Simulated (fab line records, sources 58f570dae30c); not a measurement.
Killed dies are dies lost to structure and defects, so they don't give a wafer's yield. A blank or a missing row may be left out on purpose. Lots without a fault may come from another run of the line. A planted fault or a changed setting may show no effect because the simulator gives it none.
Which tool did it? | flow berkeley_cmos170 | 7 lots, 21 wafers sampled, at 5 steps of a route of 331

WHAT THE GAUGES READ, wafer by wafer
UCB170_M3_CD_MEAS_90: target cd 700 nm.
lot  | measured     | on        | cd_nm (nm)
L560 | day 8 06:07  | cd_sem-02 | 700.2 698.7 700.1
L561 | day 8 12:18  | cd_sem-01 | 697.5 699.6 699.5
L564 | day 9 06:36  | cd_sem-01 | 702.6 701.8 702.1
L570 | day 10 17:18 | cd_sem-02 | 695.0 690.8 693.8 695.1 691.1 694.1
L573 | day 11 12:03 | cd_sem-02 | 693.9 694.7 693.6 693.2 694.6 693.9
L578 | day 12 02:30 | cd_sem-01 | 703.3 701.2 702.6
L582 | day 12 18:44 | cd_sem-01 | 702.8 700.3 702.4

WHICH TOOL RAN EACH LOT (tool, then ch and the chambers of the sampled wafers, then the start)
lot  | UCB170_M3_SPUTTER_01         | UCB170_M3_STRIP_07                   | UCB170_M3_METAL_ETCH_18           | UCB170_M3_STRIP_19
L560 | pvd_sputter-03, day 8 03:20  | plasma_asher-01 ch 0,1, day 8 04:04  | rie_metal-01 ch 0,1, day 8 05:49  | plasma_asher-03 ch 1, day 8 06:01
L561 | pvd_sputter-04, day 8 09:46  | plasma_asher-04 ch 0,1, day 8 10:36  | rie_metal-04 ch 0,1, day 8 11:59  | plasma_asher-03 ch 0,1, day 8 12:11
L564 | pvd_sputter-03, day 9 03:52  | plasma_asher-04 ch 0,1, day 9 04:43  | rie_metal-03 ch 0,1, day 9 06:17  | plasma_asher-04 ch 0,1, day 9 06:29
L570 | pvd_sputter-03, day 10 14:50 | plasma_asher-04 ch 0,1, day 10 15:33 | rie_metal-03 ch 0,1, day 10 16:59 | plasma_asher-04 ch 0,1, day 10 17:11
L573 | pvd_sputter-01, day 11 09:02 | plasma_asher-01 ch 0,1, day 11 09:44 | rie_metal-03 ch 0,1, day 11 11:44 | plasma_asher-03 ch 0,1, day 11 11:56
L578 | pvd_sputter-03, day 11 23:00 | plasma_asher-01 ch 0,1, day 12 00:05 | rie_metal-04 ch 0,1, day 12 02:13 | plasma_asher-04 ch 0,1, day 12 02:24
L582 | pvd_sputter-04, day 12 12:50 | plasma_asher-01 ch 1, day 12 14:06   | rie_metal-01 ch 0,1, day 12 18:26 | plasma_asher-04 ch 0,1, day 12 18:37
- UCB170_M3_SPUTTER_01: material Al, target thk 900 nm, time 120 s.
- UCB170_M3_STRIP_07: strips in O2.
- UCB170_M3_METAL_ETCH_18: etches Al in Cl2/BCl3, stops on SiO2, target depth 1170 nm, time 195 s.
- UCB170_M3_STRIP_19: strips in O2.

THE ANSWER, worked out from the rows above alone
Rule: what is usual is taken from the lots themselves. Put in order of their means at a reading, lots are off if they are a third of the lots or fewer, leave a main group of 4 or more, and stand apart from it by a gap of 3 or more times the standard deviation of the main group's means; of several such gaps the widest counts. A main group whose means are all the same, to the digits that the tables above print for the reading, isn't used. A lot without any number at a reading at which 4 lots or more have one is off too. The other lots that the step has rows for count as sound.
Off: L570, L573, at UCB170_M3_CD_MEAS_90 (cd_nm). The main group: mean 701.0 nm, standard deviation 1.4.
A tool fits if, at a process step before that reading, it ran every lot that is off, and no sound lot after the first of them. The gauges at UCB170_M3_CD_MEAS_90 are tried like those tools. Can't be told from this: 2 tools fit, rie_metal-03 at UCB170_M3_METAL_ETCH_18, cd_sem-02 at UCB170_M3_CD_MEAS_90.

WHAT THE SIMULATOR HAD PUT IN
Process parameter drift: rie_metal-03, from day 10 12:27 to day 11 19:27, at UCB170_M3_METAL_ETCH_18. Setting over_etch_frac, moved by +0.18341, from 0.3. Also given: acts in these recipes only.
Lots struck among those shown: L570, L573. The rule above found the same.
